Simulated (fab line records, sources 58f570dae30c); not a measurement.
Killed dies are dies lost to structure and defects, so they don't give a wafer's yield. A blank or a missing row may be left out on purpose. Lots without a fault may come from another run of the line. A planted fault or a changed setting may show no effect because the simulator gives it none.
A struck lot beside a sound one | flow berkeley_cmos170 | 14 steps out of a route of 331
Sound: wafers L189.1, L189.3, L189.6. Struck: wafers L180.3, L180.4, L180.5. The cause comes at the end.
At each step with rows: each side's tool, then ch and its chambers, then its first start. Under that, the readings that differ: sound wafers | struck wafers | difference of the means | sigmas: that difference in standard deviations of wafers without a fault.
alike: readings whose means differ by less than 2 such deviations, and words and numbers that are the same on both sides. not compared: withheld readings, readings that some wafer has no value for, bounds like >300 that may hide the same value, and numbers for which the record gives no deviation and whose values overlap.
The two part at a step that has a row with sigmas, a row that says differs or no value, or rows on one side only. Numbers that don't overlap but have no deviation are shown without sigmas and don't part them. A reading that every wafer of one side lacks parts them only if that side has two wafers or more.

UCB170_GATE_CD_MEAS_12: target cd 350 nm.
  sound on cd_sem-02, day 9 08:29; struck on cd_sem-02, day 8 16:02
  reading    | sound             | struck            | difference | sigmas
  cd_nm (nm) | 351.3 351.4 351.7 | 349.0 347.9 349.2 | -2.8       | -2
UCB170_GATE_OVL_MEAS_13:
  sound on overlay-01, day 9 08:36; struck on overlay-02, day 8 16:08
  reading       | sound    | struck  | difference | sigmas
  GATE_OVL (nm) | -8 -7 -6 | 10 2 -1 | +11        | +2
UCB170_GATE_ETCH_14: etches BARC in N2/H2.
  sound on rie_diel-02 ch 1,2,3, day 9 08:38; struck on rie_diel-02 ch 0,2,3, day 8 16:10
  alike: chamber_pressure_mTorr, drypump_motor_current_A, oes_product_au, throttle_valve_pct
UCB170_GATE_ETCH_15: etches poly-Si in HBr/Cl2, stops on SiO2, time 56.3 s, target depth 278.2 nm.
  sound on rie_si-02 ch 1,3, day 9 08:41; struck on rie_si-01 ch 1,2,3, day 8 16:12
  alike: chamber_pressure_mTorr, drypump_motor_current_A, he_backside_leak_sccm, oes_product_au, throttle_valve_pct
  not compared: rf_hours_counter_h
UCB170_GATE_STRIP_16: strips in O2.
  sound on plasma_asher-04 ch 0,1, day 9 08:44; struck on plasma_asher-01 ch 0,1, day 8 16:17
  alike: chamber_pressure_mTorr, drypump_motor_current_A, oes_product_au
  not compared: rf_hours_counter_h
UCB170_GATE_CD_MEAS_90: target cd 350 nm.
  sound on cd_sem-02, day 9 08:53; struck on cd_sem-02, day 8 16:25
  alike: cd_nm
then, 6 steps without rows for these wafers: UCB170_GATE_CLEAN_17 (cleans in SPM, time 600 s); UCB170_PLDD_HMDS_00 (prime time 60 s); UCB170_PLDD_COAT_01 (resist thk 900 nm); UCB170_PLDD_SOFTBAKE_02 (time 60 s); UCB170_PLDD_EXPOSE_03 (exposes mask PSELECT, target cd 1200 nm); UCB170_PLDD_PEB_04.
UCB170_PLDD_DEVELOP_05: develop time 45 s.
  sound on litho_track-01 ch 0, day 9 10:00; struck on litho_track-01, day 8 17:00
  no value came back on the struck wafers for chill_plate_temp_C (C), develop_time_s (s), exhaust_pa (Pa); on the sound wafers chill_plate_temp_C (C) reads 23.05 22.99 23.01
  reading                               | sound             | struck            | difference | sigmas
  model.KrF_of_PLDD_COAT_01.thk_nm (nm) | 883.1 882.8 884.1 | 903.9 904.3 907.9 | +22.0      |
UCB170_PLDD_CD_MEAS_06: target cd 1200 nm.
  sound on cd_sem-02, day 9 10:08; struck on cd_sem-01, day 8 17:53
  reading    | sound                | struck | difference                    | sigmas
  cd_nm (nm) | 1200.5 1200.4 1200.7 | - - -  | no value on the struck wafers |

WHERE THEY PART
First at UCB170_GATE_CD_MEAS_12; last, within this record, at UCB170_PLDD_CD_MEAS_06.

WHY: what the simulator had put in
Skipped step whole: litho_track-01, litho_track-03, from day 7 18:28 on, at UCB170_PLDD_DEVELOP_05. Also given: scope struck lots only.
